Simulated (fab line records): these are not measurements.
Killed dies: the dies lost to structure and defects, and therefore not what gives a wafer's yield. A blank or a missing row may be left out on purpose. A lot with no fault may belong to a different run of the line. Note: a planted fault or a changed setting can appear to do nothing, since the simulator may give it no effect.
fab line records || flow rit_cmos
[record] {"lots": 15, "wafers": 45, "last_day": 7}
route steps=202 shown NRETRO@61
lots that met no fault: from a run of the same line without faults
start_h: hours from the record's first day to the start of the lot's first wafer shown || wait_h: hours since the lot's step before || " identical to the entry in the row above || L1.1+2: several wafers, shown together as one row || - no value, or no start given || * or withheld: withheld || < > ~ a bound
route shown NAME@n: NAME is a module with steps in the file, n the number in the route of the first one || usual: mean/standard deviation taken from wafers without a fault || same: alike in all rows || chamber/n: place in a boat || sites: the reading at each site || _std_site: the standard deviation of these || _edge_site: inner sites' mean taken away from outer sites' mean || radius_mm: for every site, how far away it sits from the centre of the wafer || mask NAME#n: copy n || behind: the most recent tool/chamber to have shaped the wafer || hold: the reason the lot was held/the length of the hold in hours/how it ended || device: transistor that didn't switch, given as n, p or np || end of line: tests of these same wafers at the route's end || a step without rows: its recipe alone || killed: not the wafer's yield, but the dies lost to structure and defects at the first sort || map: shows each die of a wafer: x if killed, . if not, _ if none is there
set.NAME: the setting as run; set.NAME@STEP: as run at that earlier step || model.NAME: the simulator's own value behind a step, which no gauge read
a sample of lots followed through the steps of the route, with each step as a table and each wafer as a row
services: from which hour (start_h, from the record's first day; less than 0 if before it) a tool's chamber was out of use, for how many hours, and why
[[steps]]
[step RIT_NRETRO_IMPLANT_08]
[recipe] {"species": "P", "energy_kev": 70, "dose_cm2": 1e+13, "tilt_deg": 7}
[usual] {"beam_energy_keV": "69.999/0.023", "end_station_pressure_torr": "5.02e-06/2.8e-07"}
{"lot.wafer": "L793.1", "tool": "implanter-04", "chamber": 0, "start_h": 51.48, "wait_h": 0.2, "beam_energy_keV": 70.019, "end_station_pressure_torr": 4.88e-06}
{"lot.wafer": "L793.2", "tool": "implanter-04", "chamber": 0, "start_h": 51.48, "wait_h": 0.2, "beam_energy_keV": 70.022, "end_station_pressure_torr": 4.99e-06}
{"lot.wafer": "L793.3", "tool": "implanter-04", "chamber": 0, "start_h": 51.48, "wait_h": 0.2, "beam_energy_keV": 70.035, "end_station_pressure_torr": 4.82e-06}
{"lot.wafer": "L794.2", "tool": "implanter-02", "chamber": 0, "start_h": 55.87, "wait_h": 0.2, "beam_energy_keV": 70.005, "end_station_pressure_torr": 5.34e-06}
{"lot.wafer": "L794.3", "tool": "implanter-02", "chamber": 0, "start_h": 55.87, "wait_h": 0.2, "beam_energy_keV": 70.002, "end_station_pressure_torr": 5.36e-06}
{"lot.wafer": "L794.6", "tool": "implanter-02", "chamber": 0, "start_h": 55.87, "wait_h": 0.2, "beam_energy_keV": 70.024, "end_station_pressure_torr": 5.12e-06}
{"lot.wafer": "L795.2", "tool": "implanter-02", "chamber": 0, "start_h": 58.90, "wait_h": 0.2, "beam_energy_keV": 69.989, "end_station_pressure_torr": 4.75e-06}
{"lot.wafer": "L795.3", "tool": "implanter-02", "chamber": 0, "start_h": 58.90, "wait_h": 0.2, "beam_energy_keV": 69.983, "end_station_pressure_torr": 5.58e-06}
{"lot.wafer": "L795.5", "tool": "implanter-02", "chamber": 0, "start_h": 58.90, "wait_h": 0.2, "beam_energy_keV": 69.971, "end_station_pressure_torr": 5.11e-06}
{"lot.wafer": "L796.1", "tool": "implanter-04", "chamber": 0, "start_h": 62.24, "wait_h": 0.2, "beam_energy_keV": 70.002, "end_station_pressure_torr": 4.83e-06}
{"lot.wafer": "L796.3", "tool": "implanter-04", "chamber": 0, "start_h": 62.24, "wait_h": 0.2, "beam_energy_keV": 70.005, "end_station_pressure_torr": 5.34e-06}
{"lot.wafer": "L796.5", "tool": "implanter-04", "chamber": 0, "start_h": 62.24, "wait_h": 0.2, "beam_energy_keV": 69.974, "end_station_pressure_torr": 5.17e-06}
{"lot.wafer": "L797.3", "tool": "implanter-04", "chamber": 0, "start_h": 66.52, "wait_h": 0.2, "beam_energy_keV": 70.032, "end_station_pressure_torr": 5.08e-06}
{"lot.wafer": "L797.4", "tool": "implanter-04", "chamber": 0, "start_h": 66.52, "wait_h": 0.2, "beam_energy_keV": 70.014, "end_station_pressure_torr": 4.91e-06}
{"lot.wafer": "L797.6", "tool": "implanter-04", "chamber": 0, "start_h": 66.52, "wait_h": 0.2, "beam_energy_keV": 70.002, "end_station_pressure_torr": 4.78e-06}
{"lot.wafer": "L798.1", "tool": "implanter-04", "chamber": 0, "start_h": 72.47, "wait_h": 0.2, "beam_energy_keV": 69.960, "end_station_pressure_torr": 5.01e-06}
{"lot.wafer": "L798.3", "tool": "implanter-04", "chamber": 0, "start_h": 72.47, "wait_h": 0.2, "beam_energy_keV": 69.928, "end_station_pressure_torr": 5.51e-06}
{"lot.wafer": "L798.5", "tool": "implanter-04", "chamber": 0, "start_h": 72.47, "wait_h": 0.2, "beam_energy_keV": 69.987, "end_station_pressure_torr": 5.24e-06}
{"lot.wafer": "L799.1", "tool": "implanter-02", "chamber": 0, "start_h": 82.98, "wait_h": 0.2, "beam_energy_keV": 69.983, "end_station_pressure_torr": 5.09e-06}
{"lot.wafer": "L799.4", "tool": "implanter-02", "chamber": 0, "start_h": 82.98, "wait_h": 0.2, "beam_energy_keV": 70.019, "end_station_pressure_torr": 5.26e-06}
{"lot.wafer": "L799.6", "tool": "implanter-02", "chamber": 0, "start_h": 82.98, "wait_h": 0.2, "beam_energy_keV": 70.005, "end_station_pressure_torr": 4.89e-06}
{"lot.wafer": "L800.2", "tool": "implanter-01", "chamber": 0, "start_h": 84.66, "wait_h": 0.2, "beam_energy_keV": 70.001, "end_station_pressure_torr": 5.28e-06}
{"lot.wafer": "L800.3", "tool": "implanter-01", "chamber": 0, "start_h": 84.66, "wait_h": 0.2, "beam_energy_keV": 69.990, "end_station_pressure_torr": 4.54e-06}
{"lot.wafer": "L800.4", "tool": "implanter-01", "chamber": 0, "start_h": 84.66, "wait_h": 0.2, "beam_energy_keV": 70.012, "end_station_pressure_torr": 4.9e-06}
{"lot.wafer": "L803.2", "tool": "implanter-02", "chamber": 0, "start_h": 97.87, "wait_h": 0.2, "beam_energy_keV": 45.512, "end_station_pressure_torr": 4.94e-06}
{"lot.wafer": "L803.3", "tool": "implanter-02", "chamber": 0, "start_h": 97.87, "wait_h": 0.2, "beam_energy_keV": 45.468, "end_station_pressure_torr": 4.9e-06}
{"lot.wafer": "L803.6", "tool": "implanter-02", "chamber": 0, "start_h": 97.87, "wait_h": 0.2, "beam_energy_keV": 45.488, "end_station_pressure_torr": 4.88e-06}
{"lot.wafer": "L804.2", "tool": "implanter-02", "chamber": 0, "start_h": 103.33, "wait_h": 0.2, "beam_energy_keV": 45.490, "end_station_pressure_torr": 5.18e-06}
{"lot.wafer": "L804.3", "tool": "implanter-02", "chamber": 0, "start_h": 103.33, "wait_h": 0.2, "beam_energy_keV": 45.513, "end_station_pressure_torr": 5.05e-06}
{"lot.wafer": "L804.5", "tool": "implanter-02", "chamber": 0, "start_h": 103.33, "wait_h": 0.2, "beam_energy_keV": 45.506, "end_station_pressure_torr": 4.56e-06}
{"lot.wafer": "L805.3", "tool": "implanter-02", "chamber": 0, "start_h": 108.32, "wait_h": 0.2, "beam_energy_keV": 45.517, "end_station_pressure_torr": 4.69e-06}
{"lot.wafer": "L805.4", "tool": "implanter-02", "chamber": 0, "start_h": 108.32, "wait_h": 0.2, "beam_energy_keV": 45.520, "end_station_pressure_torr": 5.27e-06}
{"lot.wafer": "L805.6", "tool": "implanter-02", "chamber": 0, "start_h": 108.32, "wait_h": 0.2, "beam_energy_keV": 45.503, "end_station_pressure_torr": 4.7e-06}
{"lot.wafer": "L810.2", "tool": "implanter-04", "chamber": 0, "start_h": 132.79, "wait_h": 0.2, "beam_energy_keV": 69.980, "end_station_pressure_torr": 5.13e-06}
{"lot.wafer": "L810.4", "tool": "implanter-04", "chamber": 0, "start_h": 132.79, "wait_h": 0.2, "beam_energy_keV": 70.003, "end_station_pressure_torr": 4.85e-06}
{"lot.wafer": "L810.6", "tool": "implanter-04", "chamber": 0, "start_h": 132.79, "wait_h": 0.2, "beam_energy_keV": 70.013, "end_station_pressure_torr": 5.09e-06}
{"lot.wafer": "L811.3", "tool": "implanter-04", "chamber": 0, "start_h": 137.21, "wait_h": 0.2, "beam_energy_keV": 69.994, "end_station_pressure_torr": 5.02e-06}
{"lot.wafer": "L811.4", "tool": "implanter-04", "chamber": 0, "start_h": 137.21, "wait_h": 0.2, "beam_energy_keV": 70.008, "end_station_pressure_torr": 4.89e-06}
{"lot.wafer": "L811.5", "tool": "implanter-04", "chamber": 0, "start_h": 137.21, "wait_h": 0.2, "beam_energy_keV": 69.989, "end_station_pressure_torr": 5.05e-06}
{"lot.wafer": "L812.1", "tool": "implanter-01", "chamber": 0, "start_h": 143.24, "wait_h": 0.2, "beam_energy_keV": 69.973, "end_station_pressure_torr": 4.81e-06}
{"lot.wafer": "L812.4", "tool": "implanter-01", "chamber": 0, "start_h": 143.24, "wait_h": 0.2, "beam_energy_keV": 70.020, "end_station_pressure_torr": 5.46e-06}
{"lot.wafer": "L812.6", "tool": "implanter-01", "chamber": 0, "start_h": 143.24, "wait_h": 0.2, "beam_energy_keV": 70.000, "end_station_pressure_torr": 5.05e-06}
{"lot.wafer": "L813.1", "tool": "implanter-04", "chamber": 0, "start_h": 146.10, "wait_h": 0.2, "beam_energy_keV": 69.943, "end_station_pressure_torr": 4.9e-06}
{"lot.wafer": "L813.2", "tool": "implanter-04", "chamber": 0, "start_h": 146.10, "wait_h": 0.2, "beam_energy_keV": 69.955, "end_station_pressure_torr": 4.49e-06}
{"lot.wafer": "L813.6", "tool": "implanter-04", "chamber": 0, "start_h": 146.10, "wait_h": 0.2, "beam_energy_keV": 69.956, "end_station_pressure_torr": 5.39e-06}
[step RIT_NRETRO_TW_MEAS_10]
[usual] {"NRETRO_TW": "1045/7.6"}
{"lot.wafer": "L793.1", "tool": "film_metro-01", "chamber": "-", "start_h": 51.81, "wait_h": 0.1, "NRETRO_TW": 1047}
{"lot.wafer": "L793.2", "tool": "film_metro-01", "chamber": "-", "start_h": 51.81, "wait_h": 0.1, "NRETRO_TW": 1054}
{"lot.wafer": "L793.3", "tool": "film_metro-01", "chamber": "-", "start_h": 51.81, "wait_h": 0.1, "NRETRO_TW": 1055}
{"lot.wafer": "L794.2", "tool": "film_metro-01", "chamber": "-", "start_h": 56.18, "wait_h": 0.1, "NRETRO_TW": 1049}
{"lot.wafer": "L794.3", "tool": "film_metro-01", "chamber": "-", "start_h": 56.18, "wait_h": 0.1, "NRETRO_TW": 1051}
{"lot.wafer": "L794.6", "tool": "film_metro-01", "chamber": "-", "start_h": 56.18, "wait_h": 0.1, "NRETRO_TW": 1052}
{"lot.wafer": "L795.2", "tool": "film_metro-01", "chamber": "-", "start_h": 59.21, "wait_h": 0.1, "NRETRO_TW": 1048}
{"lot.wafer": "L795.3", "tool": "film_metro-01", "chamber": "-", "start_h": 59.21, "wait_h": 0.1, "NRETRO_TW": 1054}
{"lot.wafer": "L795.5", "tool": "film_metro-01", "chamber": "-", "start_h": 59.21, "wait_h": 0.1, "NRETRO_TW": 1046}
{"lot.wafer": "L796.1", "tool": "film_metro-01", "chamber": "-", "start_h": 62.56, "wait_h": 0.1, "NRETRO_TW": 1053}
{"lot.wafer": "L796.3", "tool": "film_metro-01", "chamber": "-", "start_h": 62.56, "wait_h": 0.1, "NRETRO_TW": 1057}
{"lot.wafer": "L796.5", "tool": "film_metro-01", "chamber": "-", "start_h": 62.56, "wait_h": 0.1, "NRETRO_TW": 1054}
{"lot.wafer": "L797.3", "tool": "film_metro-03", "chamber": "-", "start_h": 66.82, "wait_h": 0.1, "NRETRO_TW": 1047}
{"lot.wafer": "L797.4", "tool": "film_metro-03", "chamber": "-", "start_h": 66.82, "wait_h": 0.1, "NRETRO_TW": 1043}
{"lot.wafer": "L797.6", "tool": "film_metro-03", "chamber": "-", "start_h": 66.82, "wait_h": 0.1, "NRETRO_TW": 1043}
{"lot.wafer": "L798.1", "tool": "film_metro-01", "chamber": "-", "start_h": 72.80, "wait_h": 0.1, "NRETRO_TW": 1051}
{"lot.wafer": "L798.3", "tool": "film_metro-01", "chamber": "-", "start_h": 72.80, "wait_h": 0.1, "NRETRO_TW": 1051}
{"lot.wafer": "L798.5", "tool": "film_metro-01", "chamber": "-", "start_h": 72.80, "wait_h": 0.1, "NRETRO_TW": 1051}
{"lot.wafer": "L799.1", "tool": "film_metro-04", "chamber": "-", "start_h": 83.46, "wait_h": 0.1, "NRETRO_TW": 1034}
{"lot.wafer": "L799.4", "tool": "film_metro-04", "chamber": "-", "start_h": 83.46, "wait_h": 0.1, "NRETRO_TW": 1037}
{"lot.wafer": "L799.6", "tool": "film_metro-04", "chamber": "-", "start_h": 83.46, "wait_h": 0.1, "NRETRO_TW": 1036}
{"lot.wafer": "L800.2", "tool": "film_metro-03", "chamber": "-", "start_h": 84.97, "wait_h": 0.1, "NRETRO_TW": 1042}
{"lot.wafer": "L800.3", "tool": "film_metro-03", "chamber": "-", "start_h": 84.97, "wait_h": 0.1, "NRETRO_TW": 1040}
{"lot.wafer": "L800.4", "tool": "film_metro-03", "chamber": "-", "start_h": 84.97, "wait_h": 0.1, "NRETRO_TW": 1033}
{"lot.wafer": "L803.2", "tool": "film_metro-01", "chamber": "-", "start_h": 98.31, "wait_h": 0.1, "NRETRO_TW": 936}
{"lot.wafer": "L803.3", "tool": "film_metro-01", "chamber": "-", "start_h": 98.31, "wait_h": 0.1, "NRETRO_TW": 936}
{"lot.wafer": "L803.6", "tool": "film_metro-01", "chamber": "-", "start_h": 98.31, "wait_h": 0.1, "NRETRO_TW": 931}
{"lot.wafer": "L804.2", "tool": "film_metro-04", "chamber": "-", "start_h": 103.64, "wait_h": 0.1, "NRETRO_TW": 929}
{"lot.wafer": "L804.3", "tool": "film_metro-04", "chamber": "-", "start_h": 103.64, "wait_h": 0.1, "NRETRO_TW": 926}
{"lot.wafer": "L804.5", "tool": "film_metro-04", "chamber": "-", "start_h": 103.64, "wait_h": 0.1, "NRETRO_TW": 930}
{"lot.wafer": "L805.3", "tool": "film_metro-03", "chamber": "-", "start_h": 108.61, "wait_h": 0.1, "NRETRO_TW": 948}
{"lot.wafer": "L805.4", "tool": "film_metro-03", "chamber": "-", "start_h": 108.61, "wait_h": 0.1, "NRETRO_TW": 945}
{"lot.wafer": "L805.6", "tool": "film_metro-03", "chamber": "-", "start_h": 108.61, "wait_h": 0.1, "NRETRO_TW": 946}
{"lot.wafer": "L810.2", "tool": "film_metro-04", "chamber": "-", "start_h": 133.10, "wait_h": 0.1, "NRETRO_TW": 1038}
{"lot.wafer": "L810.4", "tool": "film_metro-04", "chamber": "-", "start_h": 133.10, "wait_h": 0.1, "NRETRO_TW": 1035}
{"lot.wafer": "L810.6", "tool": "film_metro-04", "chamber": "-", "start_h": 133.10, "wait_h": 0.1, "NRETRO_TW": 1039}
{"lot.wafer": "L811.3", "tool": "film_metro-03", "chamber": "-", "start_h": 137.50, "wait_h": 0.1, "NRETRO_TW": 1046}
{"lot.wafer": "L811.4", "tool": "film_metro-03", "chamber": "-", "start_h": 137.50, "wait_h": 0.1, "NRETRO_TW": 1039}
{"lot.wafer": "L811.5", "tool": "film_metro-03", "chamber": "-", "start_h": 137.50, "wait_h": 0.1, "NRETRO_TW": 1046}
{"lot.wafer": "L812.1", "tool": "film_metro-03", "chamber": "-", "start_h": 143.56, "wait_h": 0.1, "NRETRO_TW": 1048}
{"lot.wafer": "L812.4", "tool": "film_metro-03", "chamber": "-", "start_h": 143.56, "wait_h": 0.1, "NRETRO_TW": 1045}
{"lot.wafer": "L812.6", "tool": "film_metro-03", "chamber": "-", "start_h": 143.56, "wait_h": 0.1, "NRETRO_TW": 1047}
{"lot.wafer": "L813.1", "tool": "film_metro-03", "chamber": "-", "start_h": 146.43, "wait_h": 0.1, "NRETRO_TW": 1052}
{"lot.wafer": "L813.2", "tool": "film_metro-03", "chamber": "-", "start_h": 146.43, "wait_h": 0.1, "NRETRO_TW": 1056}
{"lot.wafer": "L813.6", "tool": "film_metro-03", "chamber": "-", "start_h": 146.43, "wait_h": 0.1, "NRETRO_TW": 1049}
[[services]]
{"tool": "implanter-01", "chamber": "-", "start_h": 49.99, "hours": 3.0, "kind": "repair"}
{"tool": "implanter-02", "chamber": "-", "start_h": 51.63, "hours": 2.8, "kind": "repair"}
{"tool": "implanter-04", "chamber": "-", "start_h": 120.26, "hours": 0.6, "kind": "repair"}
{"tool": "implanter-04", "chamber": "-", "start_h": 134.47, "hours": 1.3, "kind": "repair"}
[[key]]
[first_sign] {"step": "RIT_NRETRO_IMPLANT_08", "reading": "beam_energy_keV", "direction": "down", "sigmas": "99+", "usual": 69.999, "struck": 45.502}
[effect] {"step": "RIT_NRETRO_TW_MEAS_10", "reading": "NRETRO_TW", "direction": "down", "sigmas": 14, "usual": 1045, "struck": 936}
met_at RIT_NRETRO_IMPLANT_08
struck_lots L803,L804,L805
tester_left_out L803,L804,L805
onset_between 82.98 97.87
[fault] {"kind": "process_parameter_drift", "tool": "implanter-02", "chamber": "-", "onset_h": 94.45, "steps": "RIT_NRETRO_IMPLANT_08", "channel": "energy_kev", "offset": -24.5, "shape": "step", "end_h": 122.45, "acts_in": "these_recipes_only", "stated": 70}
// tester_left_out: of these lots the tester's yield and bins aren't shown, on N5 and GAA mostly nor the transistor test; their killed dies are dies lost to structure and defects alone, not to doping, threshold or leakage, so they don't give the yield
